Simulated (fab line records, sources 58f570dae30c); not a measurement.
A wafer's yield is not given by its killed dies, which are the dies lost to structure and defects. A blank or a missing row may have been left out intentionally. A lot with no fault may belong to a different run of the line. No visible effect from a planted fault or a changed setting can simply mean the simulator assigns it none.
fab line records	flow berkeley-cmos170
record lots=5	wafers=23
route steps=331 shown NWELL@21 PWELL@42 ACTIVE@62 NVT@111 PVT@122 GATE@133
start-h: hours from the record's opening day to when the first of the lot's shown wafers began	wait-h: hours since the lot's step before	" same as the row above	L1.1+2: several wafers, shown together as one row	- no value, or no start given	* or withheld: withheld	< > ~ a bound
route shown NAME@n: NAME is a module with steps in the file, n the number in the route of the first one	usual: average and standard deviation across the fault-free wafers	same: alike in all rows	chamber/n: place in a boat	sites: each site's reading	_std_site: their standard deviation	_edge_site: the outer-site mean with the inner-site mean subtracted	radius-mm: how far each site lies from the wafer's centre	mask NAME#n: copy n	behind: the most recent tool/chamber to have shaped the wafer	hold: reason for holding the lot/hours on hold/outcome of the hold	device: transistor that didn't switch, given as n, p or np	end of line: the tests these same wafers got at the end of their route	a step given without rows: its recipe and nothing more	killed: dies lost to structure and defects at the first sort, not the wafer's yield	map: a wafer's dies, marking killed ones x, the rest . and places with no die _
set.NAME: the run value of the setting; set.NAME@STEP: its run value at that earlier step	model.NAME: the simulator's own value behind a step, which no gauge read
lots run with intentionally changed settings; tables by step, rows by wafer
## steps
# step UCB170_NWELL_COAT_07
# recipe resist=KrF	spin-rpm=1500	resist-thk-nm=900
lot.wafer	tool	chamber	start-h	wait-h	set.spin-rpm	model.KrF_of_NWELL_COAT_07.thk-nm
L074.1	litho-track-03	0	28.46	0.1	1500	898
L074.2	"	0	"	"	1500	894
L074.4	"	0	"	"	1536	882.9
L074.5	"	0	"	"	1500	895.1
L074.6	"	0	"	"	1536	883.1
L075.1	litho-track-02	0	36.34	0.1	1500	900.1
L075.2	"	0	"	"	1500	902.1
L075.3	"	0	"	"	1409	926.5
L075.4	"	0	"	"	1409	929.2
L075.6	"	0	"	"	1409	927.3
L079.1	litho-track-01	0	50.94	0.1	1500	898.4
L079.2	"	0	"	"	1500	898
L079.3	"	0	"	"	1500	901
L079.5	"	0	"	"	1551	884.6
L079.6	"	0	"	"	1551	885
L081.1	litho-track-01	0	64.90	0.1	1580	876.9
L081.2	"	0	"	"	1500	901
L081.4	"	0	"	"	1500	898.3
L081.5	"	0	"	"	1500	900.9
L081.6	"	0	"	"	1580	877.8
L085.1	litho-track-03	0	87.63	0.1	1500	902.5
L085.3	"	0	"	"	1500	901.1
L085.6	"	0	"	"	1500	903.4
# step UCB170_NWELL_SOFTBAKE_08
# recipe resist=KrF	temp-c=130	time-s=60
# step UCB170_NWELL_EXPOSE_09
# recipe mask-id=NWELL	target-cd-nm=3000	na=0.5	sigma-outer=0.6	source-shape=conventional	dose-mj=25
# step UCB170_NWELL_DEVELOP_11
# recipe developer=TMAH	develop-time-s=45	resist=KrF	dev-temp-c=19.86
# step UCB170_NWELL_ETCH_13
# recipe chemistry=CH3F/Ar/O2	target=Si3N4	stop-on=SiO2	CH3F_flow_sccm=20	Ar_flow_sccm=50	O2_flow_sccm=7	pressure-mtorr=50	rf-w=450	target-depth-a=2464	over-etch-frac=0.1	time-s=154
lot.wafer	tool	chamber	start-h	wait-h	set.spin-rpm@NWELL_COAT_07	model.KrF_of_NWELL_COAT_07.thk-nm
L074.1	rie-diel-02	1	29.61	0.0	1500	717
L074.2	"	3	"	"	1500	712.8
L074.4	"	3	"	"	1536	703.4
L074.5	"	0	"	"	1500	714.5
L074.6	"	1	"	"	1536	702.1
L075.1	rie-diel-04	2	37.40	0.0	1500	721.9
L075.2	"	3	"	"	1500	719.2
L075.3+6	"	0,3	"	"	1409	744.8
L075.4	"	1	"	"	1409	752
L079.1	rie-diel-04	3	52.18	0.0	1500	718.2
L079.2	"	1	"	"	1500	724.6
L079.3	"	0	"	"	1500	723.2
L079.5	"	0	"	"	1551	704.6
L079.6	"	1	"	"	1551	711.2
L081.1	rie-diel-01	1	65.74	0.0	1580	692.9
L081.2	"	0	"	"	1500	720.6
L081.4	"	3	"	"	1500	722.1
L081.5	"	1	"	"	1500	719.9
L081.6	"	0	"	"	1580	698.1
L085.1	rie-diel-01	3	88.36	0.0	1500	725.8
L085.3	"	1	"	"	1500	719.6
L085.6	"	1	"	"	1500	721.6
# step UCB170_NWELL_IMPLANT_14
# recipe species=P	dose-cm2=1e+13	energy-kev=150	tilt-deg=7
lot.wafer	tool	chamber	start-h	wait-h	set.dose-cm2
L074.1+2+4+5+6	implanter-01	0	29.72	0.1	1e+13
L075.1+2+3	implanter-04	0	37.51	0.1	1e+13
L075.4+6	"	0	"	"	9.328e+12
L079.1+5	implanter-01	0	52.28	0.1	1.067e+13
L079.2+3+6	"	0	"	"	1e+13
L081.1+2	implanter-02	0	65.84	0.1	1e+13
L081.4+5+6	"	0	"	"	9.274e+12
L085.1+3+6	implanter-01	0	88.46	0.1	1e+13
# step UCB170_NWELL_STRIP_15
# recipe chemistry=O2	power-w=400	pressure-mtorr=3500	platen-temp-c=withheld	o2-flow-sccm=400	overash-fraction=0.5
# usual strip-time-to-endpoint-s=17.95/0.1
lot.wafer	tool	chamber	start-h	wait-h	set.spin-rpm@NWELL_COAT_07	strip-time-to-endpoint-s
L074.1	plasma-asher-04	0	29.87	0.1	1500	17.91
L074.2	"	1	"	"	1500	17.79
L074.4	"	0	"	"	1536	17.61
L074.5	"	0	"	"	1500	17.85
L074.6	"	1	"	"	1536	17.55
L075.1	plasma-asher-04	0	37.66	0.1	1500	18.03
L075.2	"	1	"	"	1500	17.95
L075.3	"	0	"	"	1409	18.57
L075.4	"	1	"	"	1409	18.75
L075.6	"	0	"	"	1409	18.59
L079.1	plasma-asher-02	1	52.43	0.1	1500	17.92
L079.2	"	0	"	"	1500	18.08
L079.3	"	0	"	"	1500	18.06
L079.5	"	0	"	"	1551	17.60
L079.6	"	1	"	"	1551	17.77
L081.1	plasma-asher-02	0	65.99	0.1	1580	17.34
L081.2	"	1	"	"	1500	18.01
L081.4	"	0	"	"	1500	18.03
L081.5	"	0	"	"	1500	17.97
L081.6	"	1	"	"	1580	17.46
L085.1	plasma-asher-02	1	88.61	0.1	1500	18.11
L085.3	"	1	"	"	1500	17.97
L085.6	"	1	"	"	1500	18.01
# step UCB170_NWELL_TW_MEAS_16
# usual NWELL_TW=1252/7.6
lot.wafer	tool	chamber	start-h	wait-h	set.dose-cm2@NWELL_IMPLANT_14	NWELL_TW
L074.1	film-metro-03	-	29.97	0.1	1e+13	1250
L074.2	"	-	"	"	1e+13	1241
L074.4	"	-	"	"	1e+13	1244
L074.5	"	-	"	"	1e+13	1250
L074.6	"	-	"	"	1e+13	1247
L075.1	film-metro-01	-	37.76	0.1	1e+13	1260
L075.2	"	-	"	"	1e+13	1253
L075.3	"	-	"	"	1e+13	1261
L075.4	"	-	"	"	9.328e+12	1227
L075.6	"	-	"	"	9.328e+12	1238
L079.1	film-metro-01	-	52.53	0.1	1.067e+13	1280
L079.2	"	-	"	"	1e+13	1257
L079.3	"	-	"	"	1e+13	1257
L079.5	"	-	"	"	1.067e+13	1282
L079.6	"	-	"	"	1e+13	1259
L081.1	film-metro-01	-	66.09	0.1	1e+13	1256
L081.2	"	-	"	"	1e+13	1254
L081.4	"	-	"	"	9.274e+12	1235
L081.5	"	-	"	"	9.274e+12	1224
L081.6	"	-	"	"	9.274e+12	1226
L085.1	film-metro-03	-	88.71	0.1	1e+13	1239
L085.3	"	-	"	"	1e+13	1244
L085.6	"	-	"	"	1e+13	1245
# step UCB170_PWELL_COAT_08
# recipe resist=KrF	spin-rpm=1500	resist-thk-nm=900
lot.wafer	tool	chamber	start-h	wait-h	set.resist-thk-nm	model.KrF_of_PWELL_COAT_08.thk-nm
L074.1	litho-track-04	0	42.41	0.1	847.5	850.2
L074.2	"	0	"	"	900	902.5
L074.4	"	0	"	"	847.5	850.8
L074.5	"	0	"	"	900	906.5
L074.6	"	0	"	"	900	903.2
L075.1	litho-track-04	0	53.17	0.1	900	900.9
L075.2	"	0	"	"	900	898.4
L075.3	"	0	"	"	900	900
L075.4	"	0	"	"	900	898.8
L075.6	"	0	"	"	900	901.7
L079.1	litho-track-04	0	69.10	0.1	946.3	951.1
L079.2+5	"	0	"	"	900	902.4
L079.3	"	0	"	"	946.3	950.7
L079.6	"	0	"	"	946.3	949.4
L081.1	litho-track-04	0	84.28	0.1	900	904.9
L081.2	"	0	"	"	900	902.9
L081.4	"	0	"	"	900	902.8
L081.5	"	0	"	"	900	903.7
L081.6	"	0	"	"	900	901.4
L085.1	litho-track-03	0	103.01	0.1	900	897.6
L085.3	"	0	"	"	900	897.8
L085.6	"	0	"	"	900	900.9
# step UCB170_PWELL_ETCH_14
# recipe chemistry=CH3F/Ar/O2	target=Si3N4	stop-on=SiO2	CH3F_flow_sccm=20	Ar_flow_sccm=50	O2_flow_sccm=7	pressure-mtorr=50	rf-w=450	target-depth-a=2420	over-etch-frac=0.1	time-s=151
lot.wafer	tool	chamber	start-h	wait-h	set.rf-w	set.resist-thk-nm@PWELL_COAT_08	model.KrF_of_PWELL_COAT_08.thk-nm	model.SiO2_of_PWELL_OXIDATION_02.thk-nm
L074.1	rie-diel-02	3	43.30	0.0	450	847.5	672.1	22.54
L074.2	"	1	"	"	429.7	900	727.2	23.02
L074.4	"	3	"	"	429.7	847.5	675.1	22.82
L074.5	"	1	"	"	429.7	900	731.4	23.06
L074.6	"	0	"	"	450	900	723.9	23.03
L075.1	rie-diel-01	0	54.06	0.0	450	900	726.2	22.56
L075.2	"	1	"	"	450	900	720.5	22.32
L075.3	"	3	"	"	479.5	900	722.6	21.66
L075.4	"	2	"	"	479.5	900	714.4	20.84
L075.6	"	0	"	"	450	900	724.6	23.06
L079.1	rie-diel-03	1	70.04	0.0	430.9	946.3	780.4	22.78
L079.2	"	3	"	"	450	900	725.8	21.8
L079.3	"	0	"	"	430.9	946.3	777.7	22.51
L079.5	"	2	"	"	450	900	726.3	22.29
L079.6	"	1	"	"	450	946.3	774.4	22.19
L081.1	rie-diel-01	3	85.34	0.0	450	900	731.1	21.76
L081.2	"	1	"	"	450	900	723.9	21.5
L081.4	"	1	"	"	491	900	718.6	19.66
L081.5	"	3	"	"	450	900	730.3	21.58
L081.6	"	2	"	"	491	900	713	19.27
L085.1	rie-diel-02	3	103.74	0.0	450	900	717.7	22.07
L085.3	"	2	"	"	450	900	720.5	23.01
L085.6	"	3	"	"	450	900	720.9	22.73
# step UCB170_PWELL_IMPLANT_15
# recipe species=B	dose-cm2=5e+12	energy-kev=60	tilt-deg=7
# step UCB170_PWELL_STRIP_16
# recipe chemistry=O2	power-w=400	pressure-mtorr=3500	platen-temp-c=withheld	o2-flow-sccm=400	overash-fraction=0.5
# usual strip-time-to-endpoint-s=18.05/0.085
lot.wafer	tool	chamber	start-h	wait-h	set.resist-thk-nm@PWELL_COAT_08	strip-time-to-endpoint-s
L074.1	plasma-asher-04	1	43.55	0.1	847.5	16.85
L074.2	"	0	"	"	900	18.15
L074.4	"	0	"	"	847.5	16.91
L074.5	"	0	"	"	900	18.24
L074.6	"	1	"	"	900	18.09
L075.1	plasma-asher-04	1	54.31	0.1	900	18.14
L075.2	"	0	"	"	900	17.98
L075.3	"	1	"	"	900	18.04
L075.4	"	0	"	"	900	17.84
L075.6	"	0	"	"	900	18.09
L079.1	plasma-asher-04	0	70.29	0.1	946.3	19.42
L079.2	"	1	"	"	900	18.12
L079.3	"	1	"	"	946.3	19.38
L079.5	"	1	"	"	900	18.13
L079.6	"	0	"	"	946.3	19.28
L081.1	plasma-asher-03	0	85.59	0.1	900	18.24
L081.2	"	1	"	"	900	18.07
L081.4	"	0	"	"	900	17.93
L081.5	"	1	"	"	900	18.23
L081.6	"	0	"	"	900	17.81
L085.1	plasma-asher-03	1	103.99	0.1	900	17.93
L085.3	"	1	"	"	900	17.98
L085.6	"	1	"	"	900	18.00
# step UCB170_ACTIVE_OXIDATION_02
# recipe temp-c=1000	ambient=O2	target-thk-a=264	ox-time-s=1260
lot.wafer	tool	chamber	start-h	wait-h	set.temp-c	model.SiO2_of_ACTIVE_OXIDATION_02.thk-nm
L074.1	-	-	-	2.1	971.5	20
L074.2	"	-	"	"	971.5	20.41
L074.4	"	-	"	"	971.5	20.29
L074.5	"	-	"	"	971.5	20.72
L074.6	"	-	"	"	971.5	20.1
L075.1	-	-	-	1.8	1021	31.1
L075.2	"	-	"	"	1021	31.04
L075.3	"	-	"	"	1021	31.08
L075.4	"	-	"	"	1021	31.34
L075.6	"	-	"	"	1021	31.7
L079.1	-	-	-	1.9	1000	26.97
L079.2	"	-	"	"	1000	27.2
L079.3	"	-	"	"	1000	26.62
L079.5	"	-	"	"	1000	27.02
L079.6	"	-	"	"	1000	26.58
L081.1	-	-	-	1.7	1009	29.32
L081.2	"	-	"	"	1009	29.11
L081.4	"	-	"	"	1009	29.09
L081.5	"	-	"	"	1009	29.2
L081.6	"	-	"	"	1009	29.07
L085.1	furnace-02	0	118.41	0.8	1000	26.29
L085.3	"	0	"	"	1000	26.14
L085.6	"	0	"	"	1000	26.87
# step UCB170_ACTIVE_THK_MEAS_03
# recipe reads=SiO2_of_ACTIVE_OXIDATION_02
# usual ACTIVE_OXIDE_THK=26.6/0.52
lot.wafer	tool	chamber	start-h	wait-h	set.temp-c@ACTIVE_OXIDATION_02	ACTIVE_OXIDE_THK[nm]
L074.1	film-metro-01	-	-	-	971.5	20.0
L074.2	"	-	"	"	971.5	20.4
L074.4	"	-	"	"	971.5	20.3
L074.5	"	-	"	"	971.5	20.7
L074.6	"	-	"	"	971.5	20.1
L075.1	film-metro-01	-	-	-	1021	31.1
L075.2	"	-	"	"	1021	31.0
L075.3	"	-	"	"	1021	31.1
L075.4	"	-	"	"	1021	31.3
L075.6	"	-	"	"	1021	31.7
L079.1	film-metro-02	-	-	-	1000	26.9
L079.2	"	-	"	"	1000	27.3
L079.3	"	-	"	"	1000	26.6
L079.5	"	-	"	"	1000	27.0
L079.6	"	-	"	"	1000	26.6
L081.1	film-metro-01	-	-	-	1009	29.3
L081.2	"	-	"	"	1009	29.1
L081.4	"	-	"	"	1009	29.1
L081.5	"	-	"	"	1009	29.2
L081.6	"	-	"	"	1009	29.1
L085.1	film-metro-01	-	119.77	0.0	1000	26.3
L085.3	"	-	"	"	1000	26.2
L085.6	"	-	"	"	1000	26.9
# step UCB170_ACTIVE_COAT_08
# recipe resist=KrF	spin-rpm=1500	resist-thk-nm=900
lot.wafer	tool	chamber	start-h	wait-h	set.spin-rpm	model.KrF_of_ACTIVE_COAT_08.thk-nm
L074.1	litho-track-03	0	67.03	0.1	1500	898.9
L074.2	"	0	"	"	1588	872.7
L074.4	"	0	"	"	1588	870.8
L074.5	"	0	"	"	1500	900.1
L074.6	"	0	"	"	1500	899.7
L075.1	litho-track-03	0	78.52	0.1	1453	912.3
L075.2+4	"	0	"	"	1500	897.9
L075.3	"	0	"	"	1500	899.3
L075.6	"	0	"	"	1453	913.1
L079.1	litho-track-03	0	93.32	0.1	1560	882.3
L079.2	"	0	"	"	1500	898.7
L079.3	"	0	"	"	1500	901
L079.5	"	0	"	"	1500	900
L079.6	"	0	"	"	1560	885.1
L081.1	litho-track-04	0	110.00	0.1	1500	899
L081.2	"	0	"	"	1601	870.4
L081.4	"	0	"	"	1500	899.8
L081.5	"	0	"	"	1500	901.7
L081.6	"	0	"	"	1601	873.1
L085.1	litho-track-04	0	126.01	0.1	1500	896.8
L085.3	"	0	"	"	1500	897.8
L085.6	"	0	"	"	1500	897.6
# step UCB170_ACTIVE_SOFTBAKE_09
# recipe resist=KrF	temp-c=130	time-s=60.88
# step UCB170_ACTIVE_EXPOSE_10
# recipe mask-id=ACTIVE	target-cd-nm=1200	na=0.5	sigma-outer=0.6	source-shape=conventional	dose-mj=20
# step UCB170_ACTIVE_ETCH_15
# recipe chemistry=CH3F/Ar/O2	target=Si3N4	stop-on=SiO2	CH3F_flow_sccm=20	Ar_flow_sccm=50	O2_flow_sccm=7	pressure-mtorr=50	rf-w=450	target-depth-a=2420	over-etch-frac=0.1	time-s=151
lot.wafer	tool	chamber	start-h	wait-h	set.temp-c@ACTIVE_OXIDATION_02	set.spin-rpm@ACTIVE_COAT_08	model.KrF_of_ACTIVE_COAT_08.thk-nm	model.SiO2_of_ACTIVE_OXIDATION_02.thk-nm
L074.1	rie-diel-04	1	68.66	0.0	971.5	1500	725.7	16.39
L074.2	"	0	"	"	971.5	1588	695.7	16.21
L074.4	"	3	"	"	971.5	1588	692.4	16.22
L074.5	"	3	"	"	971.5	1500	721.4	16.66
L074.6	"	0	"	"	971.5	1500	720.6	15.9
L075.1	rie-diel-04	0	79.37	0.0	1021	1453	734.6	26.9
L075.2	"	1	"	"	1021	1500	724	27.41
L075.3	"	2	"	"	1021	1500	723.4	27.41
L075.4	"	3	"	"	1021	1500	717.6	27.27
L075.6	"	2	"	"	1021	1453	737.6	28.04
L079.1	rie-diel-02	1	94.88	0.0	1000	1560	701	23.17
L079.2	"	2	"	"	1000	1500	718.1	23.42
L079.3	"	3	"	"	1000	1500	719.9	22.27
L079.5	"	2	"	"	1000	1500	718.7	23.23
L079.6	"	1	"	"	1000	1560	704.3	22.79
L081.1	rie-diel-04	0	111.01	0.0	1009	1500	721.4	25.12
L081.2	"	2	"	"	1009	1601	695.4	25.46
L081.4	"	3	"	"	1009	1500	721.4	25.02
L081.5	"	3	"	"	1009	1500	723	25.13
L081.6	"	0	"	"	1009	1601	696.1	24.87
L085.1	rie-diel-02	3	126.85	0.0	1000	1500	715.7	21.94
L085.3	"	0	"	"	1000	1500	716.4	22.34
L085.6	"	1	"	"	1000	1500	718.2	23.11
# step UCB170_ACTIVE_STRIP_16
# recipe chemistry=O2	power-w=400	pressure-mtorr=3500	platen-temp-c=withheld	o2-flow-sccm=400	overash-fraction=0.5
# usual strip-time-to-endpoint-s=18.01/0.085
lot.wafer	tool	chamber	start-h	wait-h	set.spin-rpm@ACTIVE_COAT_08	strip-time-to-endpoint-s
L074.1	plasma-asher-01	0	68.76	0.1	1500	18.12
L074.2	"	1	"	"	1588	17.40
L074.4	"	0	"	"	1588	17.32
L074.5	"	0	"	"	1500	18.02
L074.6	"	1	"	"	1500	17.99
L075.1	plasma-asher-01	1	79.47	0.1	1453	18.32
L075.2	"	0	"	"	1500	18.06
L075.3	"	1	"	"	1500	18.05
L075.4	"	0	"	"	1500	17.92
L075.6	"	1	"	"	1453	18.39
L079.1	plasma-asher-03	1	94.98	0.1	1560	17.53
L079.2	"	0	"	"	1500	17.92
L079.3	"	1	"	"	1500	17.97
L079.5	"	1	"	"	1500	17.97
L079.6	"	0	"	"	1560	17.59
L081.1	plasma-asher-03	0	111.11	0.1	1500	18.01
L081.2	"	1	"	"	1601	17.40
L081.4	"	0	"	"	1500	18.02
L081.5	"	1	"	"	1500	18.05
L081.6	"	0	"	"	1601	17.40
L085.1	plasma-asher-02	1	126.95	0.1	1500	17.89
L085.3	"	0	"	"	1500	17.89
L085.6	"	1	"	"	1500	17.95
# step UCB170_NVT_IMPLANT_07
# recipe species=BF2	dose-cm2=3e+12	energy-kev=50	tilt-deg=7
lot.wafer	tool	chamber	start-h	wait-h	set.energy-kev	model.implant.rp-nm	model.implant.drp-nm
L074.1+2+4	implanter-04	0	95.03	0.0	48.6	34.79	18.19
L074.5+6	"	0	"	"	50	35.78	18.57
L075.1+3	implanter-01	0	104.91	0.0	48.56	36.51	18.18
L075.2+4+6	"	0	"	"	50	37.58	18.57
L079.1+2+5	implanter-04	0	124.92	0.0	50	36.27	18.57
L079.3+6	"	0	"	"	51.42	37.29	18.95
L081.1+5+6	implanter-04	0	143.28	0.0	50	37.33	18.57
L081.2+4	"	0	"	"	48.65	36.34	18.21
L085.1+3+6	implanter-04	0	158.53	0.0	50	36.76	18.57
# step UCB170_PVT_IMPLANT_07
# recipe species=P	dose-cm2=2e+12	energy-kev=30	tilt-deg=7
lot.wafer	tool	chamber	start-h	wait-h	set.dose-cm2
L074.1+2+4+5+6	implanter-01	0	97.08	0.0	2e+12
L075.1+4+6	implanter-02	0	106.28	0.0	2e+12
L075.2+3	"	0	"	"	1.909e+12
L079.1+2	implanter-01	0	126.28	0.0	2.052e+12
L079.3+5+6	"	0	"	"	2e+12
L081.1+2+4	implanter-01	0	148.05	0.0	2.144e+12
L081.5+6	"	0	"	"	2e+12
L085.1+3+6	implanter-01	0	159.92	0.0	2e+12
# step UCB170_PVT_STRIP_08
# recipe chemistry=O2	power-w=400	pressure-mtorr=3500	platen-temp-c=withheld	o2-flow-sccm=400	overash-fraction=0.5
# step UCB170_PVT_TW_MEAS_09
# usual PVT_TW=510/3.4
lot.wafer	tool	chamber	start-h	wait-h	set.dose-cm2@PVT_IMPLANT_07	PVT_TW
L074.1	film-metro-04	-	97.33	0.1	2e+12	511
L074.2	"	-	"	"	2e+12	512
L074.4	"	-	"	"	2e+12	509
L074.5	"	-	"	"	2e+12	510
L074.6	"	-	"	"	2e+12	509
L075.1	film-metro-03	-	106.53	0.1	2e+12	510
L075.2	"	-	"	"	1.909e+12	501
L075.3	"	-	"	"	1.909e+12	503
L075.4	"	-	"	"	2e+12	508
L075.6	"	-	"	"	2e+12	509
L079.1	film-metro-04	-	126.53	0.1	2.052e+12	517
L079.2	"	-	"	"	2.052e+12	517
L079.3	"	-	"	"	2e+12	512
L079.5	"	-	"	"	2e+12	510
L079.6	"	-	"	"	2e+12	512
L081.1	film-metro-04	-	148.30	0.1	2.144e+12	521
L081.2	"	-	"	"	2.144e+12	523
L081.4	"	-	"	"	2.144e+12	526
L081.5	"	-	"	"	2e+12	514
L081.6	"	-	"	"	2e+12	512
L085.1	film-metro-03	-	160.17	0.1	2e+12	504
L085.3	"	-	"	"	2e+12	506
L085.6	"	-	"	"	2e+12	505
# step UCB170_GATE_COAT_07
# recipe resist=KrF	spin-rpm=1500	resist-thk-nm=900
lot.wafer	tool	chamber	start-h	wait-h	set.resist-thk-nm	model.KrF_of_GATE_COAT_07.thk-nm
L074.1	litho-track-03	0	-	-	900	902.5
L074.2	"	0	"	"	882.8	884
L074.4	"	0	"	"	900	900.1
L074.5	"	0	"	"	882.8	886
L074.6	"	0	"	"	900	903.1
L075.1	litho-track-04	0	-	-	900	897.7
L075.2	"	0	"	"	871.5	868.8
L075.3	"	0	"	"	871.5	866.3
L075.4	"	0	"	"	900	898.3
L075.6	"	0	"	"	871.5	870.9
L079.1+5	litho-track-03	0	-	-	900	899.1
L079.2	"	0	"	"	900	903.3
L079.3	"	0	"	"	900	898.9
L079.6	"	0	"	"	900	900.4
L081.1	litho-track-01	0	-	-	900	901.3
L081.2	"	0	"	"	900	899
L081.4	"	0	"	"	900	900.5
L081.5	"	0	"	"	900	900.9
L081.6	"	0	"	"	900	898.1
L085.1	litho-track-04	0	-	-	900	901.4
L085.3	"	0	"	"	900	902.2
L085.6	"	0	"	"	900	900.2
## key
split step=UCB170_NWELL_COAT_07	setting=spin-rpm	stated=1500	by=wafer
response step=UCB170_NWELL_COAT_07	reading=model.KrF_of_NWELL_COAT_07.thk-nm	change=-4.38	per=1%	r=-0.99
response step=UCB170_NWELL_ETCH_13	reading=model.KrF_of_NWELL_COAT_07.thk-nm	change=-4.53	per=1%	r=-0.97
response step=UCB170_NWELL_STRIP_15	reading=strip-time-to-endpoint-s	change=*	per=1%	r=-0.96
split step=UCB170_NWELL_IMPLANT_14	setting=dose-cm2	stated=1e+13	by=wafer
response step=UCB170_NWELL_TW_MEAS_16	reading=NWELL_TW	change=+3.68	per=1%	r=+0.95
split step=UCB170_PWELL_COAT_08	setting=resist-thk-nm	stated=900	by=wafer
response step=UCB170_PWELL_COAT_08	reading=model.KrF_of_PWELL_COAT_08.thk-nm	change=+9.25	per=1%	r=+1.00
response step=UCB170_PWELL_ETCH_14	reading=model.KrF_of_PWELL_COAT_08.thk-nm	change=+9.57	per=1%	r=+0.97
response step=UCB170_PWELL_STRIP_16	reading=strip-time-to-endpoint-s	change=*	per=1%	r=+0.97
split step=UCB170_PWELL_ETCH_14	setting=rf-w	stated=450	by=wafer
response step=UCB170_PWELL_ETCH_14	reading=model.SiO2_of_PWELL_OXIDATION_02.thk-nm	change=-0.194	per=1%	r=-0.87
split step=UCB170_ACTIVE_OXIDATION_02	setting=temp-c	stated=1000	by=lot
response step=UCB170_ACTIVE_OXIDATION_02	reading=model.SiO2_of_ACTIVE_OXIDATION_02.thk-nm	change=+2.25	per=1%	r=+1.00
response step=UCB170_ACTIVE_THK_MEAS_03	reading=ACTIVE_OXIDE_THK	change=+2.25	per=1%	r=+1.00
response step=UCB170_ACTIVE_ETCH_15	reading=model.SiO2_of_ACTIVE_OXIDATION_02.thk-nm	change=+2.28	per=1%	r=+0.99
split step=UCB170_ACTIVE_COAT_08	setting=spin-rpm	stated=1500	by=wafer
response step=UCB170_ACTIVE_COAT_08	reading=model.KrF_of_ACTIVE_COAT_08.thk-nm	change=-4.4	per=1%	r=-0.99
response step=UCB170_ACTIVE_ETCH_15	reading=model.KrF_of_ACTIVE_COAT_08.thk-nm	change=-4.3	per=1%	r=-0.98
response step=UCB170_ACTIVE_STRIP_16	reading=strip-time-to-endpoint-s	change=*	per=1%	r=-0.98
split step=UCB170_NVT_IMPLANT_07	setting=energy-kev	stated=50	by=wafer
response step=UCB170_NVT_IMPLANT_07	reading=model.implant.rp-nm	change=+0.363	per=1%	r=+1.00
response step=UCB170_NVT_IMPLANT_07	reading=model.implant.drp-nm	change=+0.134	per=1%	r=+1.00
split step=UCB170_PVT_IMPLANT_07	setting=dose-cm2	stated=2e+12	by=wafer
response step=UCB170_PVT_TW_MEAS_09	reading=PVT_TW	change=+1.59	per=1%	r=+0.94
split step=UCB170_GATE_COAT_07	setting=resist-thk-nm	stated=900	by=wafer
response step=UCB170_GATE_COAT_07	reading=model.KrF_of_GATE_COAT_07.thk-nm	change=+9.16	per=1%	r=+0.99
